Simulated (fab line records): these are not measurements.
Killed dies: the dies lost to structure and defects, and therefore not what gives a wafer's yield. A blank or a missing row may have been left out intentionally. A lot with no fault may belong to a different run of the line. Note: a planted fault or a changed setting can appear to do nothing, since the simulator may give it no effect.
fab line records	flow berkeleyCmos170	part 1 of 2: steps 1 to 32 of 48
record lots=5	wafers=15	lastDay=10
route steps=331 shown WELLDRIVE@59 ACTIVE@60 PFIELD@79 FIELD@89 SACOX@97 SCREENOX@100 NVT@104
lots with no fault: from the same line, run without faults
startH: start of the lot's first displayed wafer, in hours after the record's first day	waitH: hours since the lot's step before	" same as the row above	L1.1+2: several wafers, shown together as one row	- no value present, or no start provided	* or withheld: withheld	< > ~ a bound
route shown NAME@n: a module of which the file shows steps, and the number in the route of the first	usual: mean and standard deviation over wafers with no fault	same: alike in all rows	chamber/n: place in a boat	sites: each site's reading	_std_site: how widely they spread, as a standard deviation	_edge_site: mean of outer sites minus mean of inner sites	radiusMm: for every site, how far away it sits from the centre of the wafer	mask NAME#n: copy n	behind: the last tool/chamber to shape the wafer	hold: the reason the lot was held/the length of the hold in hours/how it ended	device: the n, p or np transistor that did not switch	end of line: tests run on the same wafers once the route is complete	a step given without rows: its recipe and nothing more	killed: count of dies lost to structure and defects at first sort (not the wafer's yield)	map: dies across one wafer; x = killed, . = not, _ = none there
set.NAME: the setting as run; set.NAME@STEP: as run at that earlier step	model.NAME: the simulator's own value behind a step, which no gauge read
certain route steps with their lots: each step a table, each wafer a row
services: the hour from which a tool's chamber was out of use, counted from the record's first day as startH (under 0 if before that day), plus the number of hours and why
## steps
# step UCB170_WELLDRIVE_WET_ETCH_04
# recipe chemistry=BOE	dilution=5:1	target=SiO2	tempC=25	timeS=120
# same timeS=120
lot.wafer	tool	chamber	startH	waitH
L075.4+5+6	wetBench-03	2	66.21	0.0
L081.3+4+5	wetBench-02	1	100.92	0.0
L082.2+4+6	wetBench-02	2	100.92	0.0
L083.1+2+5	wetBench-02	1	111.55	2.0
L089.3+4+6	wetBench-03	1	139.38	0.0
# step UCB170_ACTIVE_CLEAN_00
# recipe chemistry=SPM	tempC=120	timeS=600
# same timeS=600
lot.wafer	tool	chamber	startH	waitH
L075.4+5+6	wetBench-03	2	66.25	0.0
L081.3+4+5	wetBench-01	2	100.96	0.0
L082.2+4+6	wetBench-01	0	100.96	0.0
L083.1+2+5	wetBench-01	1	112.39	0.8
L089.3+4+6	wetBench-03	2	139.42	0.0
# step UCB170_ACTIVE_CLEAN_01
# recipe chemistry=dHF	dilution=25:1	timeS=60
# same timeS=60
lot.wafer	tool	chamber	startH	waitH
L075.4+5+6	wetBench-03	3	66.43	0.0
L081.3+4+5	wetBench-02	1	101.14	0.0
L082.2+4+6	wetBench-02	1	101.14	0.0
L083.1+2+5	wetBench-02	0	112.58	0.0
L089.3+4+6	wetBench-03	0	139.77	0.2
# step UCB170_ACTIVE_OXIDATION_02
# recipe tempC=1000	ambient=O2	targetThkA=264	oxTimeS=1260
lot.wafer	tool	chamber	startH	waitH
L075.4+5+6	furnace-02	0	69.71	3.3
L081.3+4+5	furnace-04	0	105.67	4.5
L082.2+4+6	furnace-04	0	105.67	4.5
L083.1+2+5	furnace-03	0	114.66	2.1
L089.3+4+6	furnace-02	0	142.33	2.5
# step UCB170_ACTIVE_THK_MEAS_03
# recipe reads=SiO2_of_ACTIVE_OXIDATION_02
# usual ACTIVE_OXIDE_THK=26.3/0.43
lot.wafer	tool	chamber	startH	waitH	ACTIVE_OXIDE_THK[nm]
L075.4	filmMetro-01	-	71.09	0.0	26.0
L075.5	"	-	"	"	25.8
L075.6	"	-	"	"	25.6
L082.2	filmMetro-02	-	107.03	0.0	26.1
L082.4	"	-	"	"	26.3
L082.6	"	-	"	"	26.2
L081.3	filmMetro-02	-	107.10	0.1	27.1
L081.4	"	-	"	"	26.3
L081.5	"	-	"	"	26.4
L083.1	filmMetro-01	-	116.01	0.0	26.3
L083.2	"	-	"	"	26.1
L083.5	"	-	"	"	26.0
L089.3	filmMetro-02	-	143.70	0.0	25.7
L089.4	"	-	"	"	25.2
L089.6	"	-	"	"	25.5
# step UCB170_ACTIVE_ANNEAL_04
# recipe tempC=1000	timeS=900	ambient=N2
# same timeS=900
lot.wafer	tool	chamber	startH	waitH
L075.4+5+6	furnace-02	0	73.64	2.5
L081.3+4+5	furnace-02	0	109.18	2.1
L082.2+4+6	furnace-02	0	109.18	2.1
L083.1+2+5	furnace-04	0	117.85	1.8
L089.3+4+6	furnace-02	0	145.18	1.5
# step UCB170_ACTIVE_CVD_05
# recipe material=Si3N4	targetThkNm=220	tempC=800	precursor=SiH2Cl2/NH3	timeS=3300	pressureMtorr=200	sih2cl2FlowSccm=25	nh3FlowSccm=75
# usual sih2cl2FlowSccm=25.01/0.073
# same timeS=3300
lot.wafer	tool	chamber	startH	waitH	sih2cl2FlowSccm
L075.4	lpcvd-01	1	75.65	0.8	25.05
L075.5	"	1	"	"	25.25
L075.6	"	1	"	"	25.05
L081.3	lpcvd-01	1	110.63	0.2	25.04
L081.4	"	1	"	"	25.07
L081.5	"	1	"	"	24.99
L082.2	lpcvd-01	0	110.63	0.2	24.89
L082.4	"	0	"	"	24.96
L082.6	"	0	"	"	25.09
L083.1	lpcvd-01	1	121.43	2.3	24.97
L083.2	"	1	"	"	25.00
L083.5	"	1	"	"	25.01
L089.3	lpcvd-01	1	146.43	0.0	25.05
L089.4	"	1	"	"	24.99
L089.6	"	1	"	"	25.02
# step UCB170_ACTIVE_THK_MEAS_06
# recipe reads=Si3N4_of_ACTIVE_CVD_05
# usual ACTIVE_NITRIDE_THK=220.4/1.9
lot.wafer	tool	chamber	startH	waitH	ACTIVE_NITRIDE_THK[nm]
L075.4	filmMetro-02	-	77.59	0.0	220.6
L075.5	"	-	"	"	222.1
L075.6	"	-	"	"	219.2
L082.2	filmMetro-01	-	113.51	0.0	220.8
L082.4	"	-	"	"	220.7
L082.6	"	-	"	"	219.4
L081.3	filmMetro-03	-	113.52	0.0	218.4
L081.4	"	-	"	"	219.4
L081.5	"	-	"	"	220.4
L083.1	filmMetro-01	-	123.34	0.0	218.8
L083.2	"	-	"	"	221.1
L083.5	"	-	"	"	221.9
L089.3	filmMetro-02	-	148.37	0.0	216.9
L089.4	"	-	"	"	218.0
L089.6	"	-	"	"	217.3
# step UCB170_ACTIVE_HMDS_07
# recipe primeTimeS=60	primeTempC=100
lot.wafer	tool	chamber	startH	waitH
L075.4+5+6	lithoTrack-01	0	78.04	0.4
L082.2+4+6	lithoTrack-03	0	113.59	0.1
L081.3+4+5	lithoTrack-01	0	113.61	0.1
L083.1+2+5	lithoTrack-01	0	123.40	0.1
L089.3+4+6	lithoTrack-03	0	148.46	0.1
# step UCB170_ACTIVE_COAT_08
# recipe resist=KrF	spinRpm=1500	resistThkNm=900
lot.wafer	tool	chamber	startH	waitH
L075.4+5+6	lithoTrack-01	0	78.19	0.1
L082.2+4+6	lithoTrack-03	0	113.74	0.1
L081.3+4+5	lithoTrack-01	0	113.76	0.1
L083.1+2+5	lithoTrack-01	0	123.55	0.1
L089.3+4+6	lithoTrack-03	0	148.61	0.1
# step UCB170_ACTIVE_SOFTBAKE_09
# recipe resist=KrF	tempC=130	timeS=60
# same timeS=60
lot.wafer	tool	chamber	startH	waitH
L075.4+5+6	lithoTrack-01	0	78.34	0.1
L082.2+4+6	lithoTrack-03	0	113.89	0.1
L081.3+4+5	lithoTrack-01	0	113.91	0.1
L083.1+2+5	lithoTrack-01	0	123.70	0.1
L089.3+4+6	lithoTrack-03	0	148.76	0.1
# step UCB170_ACTIVE_EXPOSE_10
# recipe maskId=ACTIVE	targetCdNm=1200	na=0.5	sigmaOuter=0.6	sourceShape=conventional	doseMj=20
# usual exposureDoseMJCm2=19.985/0.02
lot.wafer	tool	chamber	startH	waitH	mask	exposureDoseMJCm2
L075.4	krfScanner-01	0	78.76	0.4	ACTIVE#0	19.987
L075.5	"	0	"	"	ACTIVE#0	19.974
L075.6	"	0	"	"	ACTIVE#0	19.973
L082.2	krfScanner-02	0	114.16	0.2	ACTIVE#0	19.987
L082.4	"	0	"	"	ACTIVE#0	19.990
L082.6	"	0	"	"	ACTIVE#0	19.999
L081.3	krfScanner-01	0	114.42	0.5	ACTIVE#0	19.996
L081.4	"	0	"	"	ACTIVE#0	19.968
L081.5	"	0	"	"	ACTIVE#0	19.986
L083.1	krfScanner-01	0	123.98	0.2	ACTIVE#0	19.982
L083.2	"	0	"	"	ACTIVE#0	19.984
L083.5	"	0	"	"	ACTIVE#0	19.998
L089.3	krfScanner-02	0	149.02	0.2	ACTIVE#0	19.968
L089.4	"	0	"	"	ACTIVE#0	19.981
L089.6	"	0	"	"	ACTIVE#0	19.983
# step UCB170_ACTIVE_PEB_11
# recipe pebTempC=130	pebTimeS=withheld	resist=KrF
lot.wafer	tool	chamber	startH	waitH
L075.4+5+6	lithoTrack-01	0	78.92	0.1
L082.2+4+6	lithoTrack-03	0	114.49	0.3
L081.3+4+5	lithoTrack-03	0	114.79	0.4
L083.1+2+5	lithoTrack-01	0	124.09	0.1
L089.3+4+6	lithoTrack-01	0	149.21	0.2
# step UCB170_ACTIVE_DEVELOP_12
# recipe developer=TMAH	developTimeS=45	resist=KrF	devTempC=21
lot.wafer	tool	chamber	startH	waitH
L075.4+5+6	lithoTrack-01	0	-	-
L082.2+4+6	lithoTrack-03	0	-	-
L081.3+4+5	lithoTrack-03	0	-	-
L083.1+2+5	lithoTrack-01	0	-	-
L089.3+4+6	lithoTrack-01	0	-	-
# step UCB170_ACTIVE_CD_MEAS_13
# recipe targetCdNm=1200
# usual cdNm=1199.7/1.5
lot.wafer	tool	chamber	startH	waitH	cdNm
L075.4	cdSem-01	-	79.18	-	1197.8
L075.5	"	-	"	"	1197.3
L075.6	"	-	"	"	1197.6
L082.2	cdSem-01	-	114.76	-	1200.4
L082.4	"	-	"	"	1200.8
L082.6	"	-	"	"	1199.1
L081.3	cdSem-02	-	115.05	-	1198.7
L081.4	"	-	"	"	1197.9
L081.5	"	-	"	"	1199.8
L083.1	cdSem-02	-	124.37	-	1200.8
L083.2	"	-	"	"	1199.7
L083.5	"	-	"	"	1198.9
L089.3	cdSem-01	-	149.47	-	1202.5
L089.4	"	-	"	"	1199.4
L089.6	"	-	"	"	1198.6
# step UCB170_ACTIVE_OVL_MEAS_14
# usual ACTIVE_OVL=3/5.6
lot.wafer	tool	chamber	startH	waitH	ACTIVE_OVL[nm]
L075.4	overlay-01	-	79.26	0.1	6
L075.5	"	-	"	"	-2
L075.6	"	-	"	"	3
L082.2	overlay-01	-	114.86	0.1	-9
L082.4	"	-	"	"	-1
L082.6	"	-	"	"	-10
L081.3	overlay-02	-	115.15	0.1	0
L081.4	"	-	"	"	0
L081.5	"	-	"	"	3
L083.1	overlay-01	-	124.49	0.1	6
L083.2	"	-	"	"	0
L083.5	"	-	"	"	-5
L089.3	overlay-01	-	149.56	0.1	7
L089.4	"	-	"	"	-1
L089.6	"	-	"	"	2
# step UCB170_ACTIVE_ETCH_15
# recipe chemistry=CH3F/Ar/O2	target=Si3N4	stopOn=SiO2	CH3F_flow_sccm=20	Ar_flow_sccm=50	O2_flow_sccm=7	pressureMtorr=50	rfW=450	targetDepthA=2420	overEtchFrac=0.1	timeS=151
# usual O2_flow_sccm=7.001/0.02	drypumpMotorCurrentA=5.9/0.42	oesProductAu=0.940/0.0093	throttleValvePct=8.08/0.12
# same timeS=151
lot.wafer	tool	chamber	startH	waitH	O2_flow_sccm	drypumpMotorCurrentA	oesProductAu	rfHoursCounterH	throttleValvePct
L075.4	rieDiel-04	0	79.28	0.0	7.021	5.9	0.937	41	8.21
L075.5	"	0	"	"	7.034	5.9	0.941	-	8.21
L075.6	"	1	"	"	7.010	5.7	0.937	-	8.19
L082.2	rieDiel-03	0	114.89	0.0	7.030	6.2	0.938	154	8.06
L082.4	"	3	"	"	6.979	5.4	0.939	12	7.95
L082.6	"	0	"	"	7.015	6.2	0.936	-	8.06
L081.3	rieDiel-02	1	115.17	0.0	7.017	5.2	0.943	4	8.12
L081.4	"	2	"	"	6.993	6.7	0.947	48	7.99
L081.5	"	3	"	"	7.042	5.9	0.931	-	7.92
L083.1	rieDiel-02	0	124.52	0.0	6.969	6.3	0.923	143	7.97
L083.2	"	2	"	"	7.020	6.7	0.951	49	8.00
L083.5	"	2	"	"	7.018	6.7	0.951	-	8.01
L089.3	rieDiel-02	3	149.59	0.0	7.014	5.9	0.919	85	7.91
L089.4	"	0	"	"	7.004	6.3	0.917	144	7.96
L089.6	"	0	"	"	6.994	6.3	0.915	-	7.96
# step UCB170_ACTIVE_STRIP_16
# recipe chemistry=O2	powerW=400	pressureMtorr=3500	platenTempC=withheld	o2FlowSccm=400	overashFraction=0.5
# usual drypumpMotorCurrentA=5.5/0.41	o2FlowSccm=400.0/1.1	oesProductAu=0.721/0.0046	stripTimeToEndpointS=18.14/0.073
lot.wafer	tool	chamber	startH	waitH	drypumpMotorCurrentA	o2FlowSccm	oesProductAu	rfHoursCounterH	stripTimeToEndpointS
L075.4	plasmaAsher-02	1	79.41	0.1	5.7	399.8	0.717	-	18.08
L075.5	"	0	"	"	4.9	400.0	0.732	-	18.02
L075.6	"	1	"	"	5.7	401.0	0.727	-	18.09
L082.2	plasmaAsher-04	0	114.99	0.1	6.1	401.6	0.722	39	18.16
L082.4	"	0	"	"	6.1	401.2	0.720	-	18.17
L082.6	"	0	"	"	6.1	401.5	0.723	-	18.18
L081.3	plasmaAsher-04	0	115.30	0.1	6.2	401.1	0.717	-	18.22
L081.4	"	1	"	"	5.6	400.7	0.720	-	18.01
L081.5	"	0	"	"	6.1	401.4	0.722	-	18.05
L083.1	plasmaAsher-04	0	124.63	0.1	6.1	399.3	0.718	40	18.13
L083.2	"	1	"	"	5.7	401.9	0.722	40	18.11
L083.5	"	1	"	"	5.6	400.6	0.715	-	18.09
L089.3	plasmaAsher-04	1	149.72	0.1	5.6	400.0	0.718	-	18.16
L089.4	"	0	"	"	6.2	399.7	0.719	-	18.20
L089.6	"	1	"	"	5.6	400.5	0.723	-	18.26
# step UCB170_ACTIVE_CD_MEAS_90
# recipe targetCdNm=1200
# usual cdNm=1199.7/1.5
lot.wafer	tool	chamber	startH	waitH	cdNm
L075.4	cdSem-02	-	79.54	0.1	1197.9
L075.5	"	-	"	"	1197.5
L075.6	"	-	"	"	1197.9
L082.2	cdSem-01	-	115.11	0.1	1200.3
L082.4	"	-	"	"	1201.1
L082.6	"	-	"	"	1199.3
L081.3	cdSem-02	-	115.41	0.1	1198.5
L081.4	"	-	"	"	1197.8
L081.5	"	-	"	"	1199.7
L083.1	cdSem-01	-	124.73	0.1	1201.4
L083.2	"	-	"	"	1200.1
L083.5	"	-	"	"	1199.1
L089.3	cdSem-02	-	149.83	0.1	1202.5
L089.4	"	-	"	"	1199.4
L089.6	"	-	"	"	1198.6
# step UCB170_ACTIVE_CLEAN_17
# recipe chemistry=SPM	tempC=120	timeS=600
# same timeS=600
lot.wafer	tool	chamber	startH	waitH
L075.4+5+6	wetBench-03	3	79.76	0.2
L082.2+4+6	wetBench-02	2	115.21	0.1
L081.3+4+5	wetBench-03	2	115.49	0.1
L083.1+2+5	wetBench-02	1	124.85	0.1
L089.3+4+6	wetBench-01	2	150.00	0.2
# step UCB170_PFIELD_HMDS_00
# recipe primeTimeS=60	primeTempC=100
lot.wafer	tool	chamber	startH	waitH
L075.4+5+6	lithoTrack-02	0	80.23	0.3
L082.2+4+6	lithoTrack-03	0	115.41	0.0
L081.3+4+5	lithoTrack-04	0	116.03	0.4
L083.1+2+5	lithoTrack-04	0	125.04	0.0
L089.3+4+6	lithoTrack-02	0	150.23	0.1
# step UCB170_PFIELD_COAT_01
# recipe resist=KrF	spinRpm=1500	resistThkNm=900
lot.wafer	tool	chamber	startH	waitH
L075.4+5+6	lithoTrack-02	0	80.38	0.1
L082.2+4+6	lithoTrack-03	0	115.56	0.1
L081.3+4+5	lithoTrack-04	0	116.18	0.1
L083.1+2+5	lithoTrack-04	0	125.19	0.1
L089.3+4+6	lithoTrack-02	0	150.38	0.1
# step UCB170_PFIELD_SOFTBAKE_02
# recipe resist=KrF	tempC=130	timeS=60
# same timeS=60
lot.wafer	tool	chamber	startH	waitH
L075.4+5+6	lithoTrack-02	0	80.53	0.1
L082.2+4+6	lithoTrack-03	0	115.71	0.1
L081.3+4+5	lithoTrack-04	0	116.33	0.1
L083.1+2+5	lithoTrack-04	0	125.34	0.1
L089.3+4+6	lithoTrack-02	0	150.53	0.1
# step UCB170_PFIELD_EXPOSE_03
# recipe maskId=PFIELD	na=0.5	sigmaOuter=0.6	sourceShape=conventional	targetCdNm=1500	doseMj=30
# usual exposureDoseMJCm2=29.99/0.032
lot.wafer	tool	chamber	startH	waitH	mask	exposureDoseMJCm2
L075.4	krfScanner-02	0	80.79	0.2	PFIELD#0	30.00
L075.5	"	0	"	"	PFIELD#0	29.97
L075.6	"	0	"	"	PFIELD#0	29.98
L082.2	krfScanner-01	0	115.98	0.2	PFIELD#0	30.00
L082.4	"	0	"	"	PFIELD#0	30.00
L082.6	"	0	"	"	PFIELD#0	30.05
L081.3	krfScanner-01	0	116.47	0.1	PFIELD#0	30.02
L081.4	"	0	"	"	PFIELD#0	29.98
L081.5	"	0	"	"	PFIELD#0	30.01
L083.1	krfScanner-01	0	125.61	0.2	PFIELD#0	29.93
L083.2	"	0	"	"	PFIELD#0	30.06
L083.5	"	0	"	"	PFIELD#0	29.97
L089.3	krfScanner-01	0	150.67	0.1	PFIELD#0	29.94
L089.4	"	0	"	"	PFIELD#0	29.96
L089.6	"	0	"	"	PFIELD#0	29.98
# step UCB170_PFIELD_PEB_04
# recipe pebTempC=130	pebTimeS=withheld	resist=KrF
lot.wafer	tool	chamber	startH	waitH
L075.4+5+6	lithoTrack-02	0	81.13	0.3
L082.2+4+6	lithoTrack-03	0	116.76	0.8
L081.3+4+5	lithoTrack-04	0	116.93	0.4
L083.1+2+5	lithoTrack-03	0	125.73	0.1
L089.3+4+6	lithoTrack-02	0	150.80	0.1
# step UCB170_PFIELD_DEVELOP_05
# recipe developer=TMAH	developTimeS=45	resist=KrF	devTempC=21
lot.wafer	tool	chamber	startH	waitH
L075.4+5+6	lithoTrack-02	0	-	-
L082.2+4+6	lithoTrack-03	0	-	-
L081.3+4+5	lithoTrack-04	0	-	-
L083.1+2+5	lithoTrack-03	0	-	-
L089.3+4+6	lithoTrack-02	0	-	-
# step UCB170_PFIELD_OVL_MEAS_06
# usual PFIELD_OVL=-1/5.1
lot.wafer	tool	chamber	startH	waitH	PFIELD_OVL[nm]
L075.4	overlay-01	-	81.35	-	2
L075.5	"	-	"	"	-9
L075.6	"	-	"	"	2
L082.2	overlay-02	-	117.02	-	-3
L082.4	"	-	"	"	2
L082.6	"	-	"	"	1
L081.3	overlay-02	-	117.17	-	-4
L081.4	"	-	"	"	1
L081.5	"	-	"	"	0
L083.1	overlay-01	-	126.00	-	3
L083.2	"	-	"	"	7
L083.5	"	-	"	"	9
L089.3	overlay-01	-	151.03	-	5
L089.4	"	-	"	"	8
L089.6	"	-	"	"	9
# step UCB170_PFIELD_IMPLANT_07
# recipe species=B	doseCm2=2e+13	energyKev=80	tiltDeg=7
# same implantIonAmu=11
lot.wafer	tool	chamber	startH	waitH
L075.4+5+6	implanter-04	0	81.44	0.1
L082.2+4+6	implanter-01	0	117.08	0.0
L081.3+4+5	implanter-04	0	117.24	0.1
L083.1+2+5	implanter-04	0	126.04	0.0
L089.3+4+6	implanter-01	0	151.11	0.1
# step UCB170_PFIELD_STRIP_08
# recipe chemistry=O2	powerW=400	pressureMtorr=3500	platenTempC=withheld	o2FlowSccm=400	overashFraction=0.5
# usual drypumpMotorCurrentA=5.9/0.41	o2FlowSccm=399.8/1.2	oesProductAu=0.734/0.0049	stripTimeToEndpointS=21.66/0.062
lot.wafer	tool	chamber	startH	waitH	drypumpMotorCurrentA	o2FlowSccm	oesProductAu	rfHoursCounterH	stripTimeToEndpointS
L075.4	plasmaAsher-04	1	81.55	0.1	5.6	398.9	0.743	-	21.68
L075.5	"	0	"	"	6.2	398.8	0.733	-	21.67
L075.6	"	1	"	"	5.6	401.1	0.742	-	21.66
L082.2	plasmaAsher-01	0	117.20	0.1	6.1	400.8	0.736	37	21.64
L082.4	"	0	"	"	6.1	400.0	0.738	-	21.70
L082.6	"	0	"	"	6.1	400.2	0.733	-	21.72
L081.3	plasmaAsher-04	0	117.38	0.1	6.1	399.0	0.738	-	21.65
L081.4	"	1	"	"	5.6	400.0	0.735	-	21.59
L081.5	"	1	"	"	5.6	399.9	0.728	-	21.58
L083.1	plasmaAsher-01	1	126.19	0.1	6.4	398.9	0.736	38	21.65
L083.2	"	0	"	"	6.1	400.7	0.733	38	21.65
L083.5	"	1	"	"	6.3	401.0	0.725	-	21.65
L089.3	plasmaAsher-01	1	151.24	0.1	6.3	400.7	0.732	-	21.59
L089.4	"	0	"	"	6.1	401.7	0.736	-	21.65
L089.6	"	1	"	"	6.3	401.1	0.736	-	21.58
# step UCB170_PFIELD_TW_MEAS_09
# usual PFIELD_TW=600/5.1
lot.wafer	tool	chamber	startH	waitH	PFIELD_TW
L075.4	filmMetro-03	-	81.65	0.1	600
L075.5	"	-	"	"	596
L075.6	"	-	"	"	600
L082.2	filmMetro-01	-	117.31	0.1	592
L082.4	"	-	"	"	590
L082.6	"	-	"	"	590
L081.3	filmMetro-03	-	117.46	0.1	601
L081.4	"	-	"	"	601
L081.5	"	-	"	"	598
L083.1	filmMetro-01	-	126.29	0.1	596
L083.2	"	-	"	"	598
L083.5	"	-	"	"	596
L089.3	filmMetro-03	-	151.33	0.1	596
L089.4	"	-	"	"	597
L089.6	"	-	"	"	598
# step UCB170_FIELD_CLEAN_00
# recipe chemistry=dHF	dilution=25:1	timeS=7.5
# same timeS=7.5
lot.wafer	tool	chamber	startH	waitH
L075.4+5+6	wetBench-02	2	81.68	0.0
L082.2+4+6	wetBench-04	3	117.36	0.0
L081.3+4+5	wetBench-04	1	117.50	0.0
L083.1+2+5	wetBench-03	1	126.35	0.1
L089.3+4+6	wetBench-04	1	151.37	0.0
# step UCB170_FIELD_OXIDATION_01
# recipe tempC=1000	ambient=H2O	pH2oTorr=584.62	targetThkA=5583	oxTimeS=7200
lot.wafer	tool	chamber	startH	waitH
L075.4+5+6	furnace-01	0	82.97	1.3
L081.3+4+5	furnace-02	0	119.01	1.5
L082.2+4+6	furnace-02	0	119.01	1.6
L083.1+2+5	furnace-01	0	132.15	5.8
L089.3+4+6	furnace-03	0	153.11	1.7
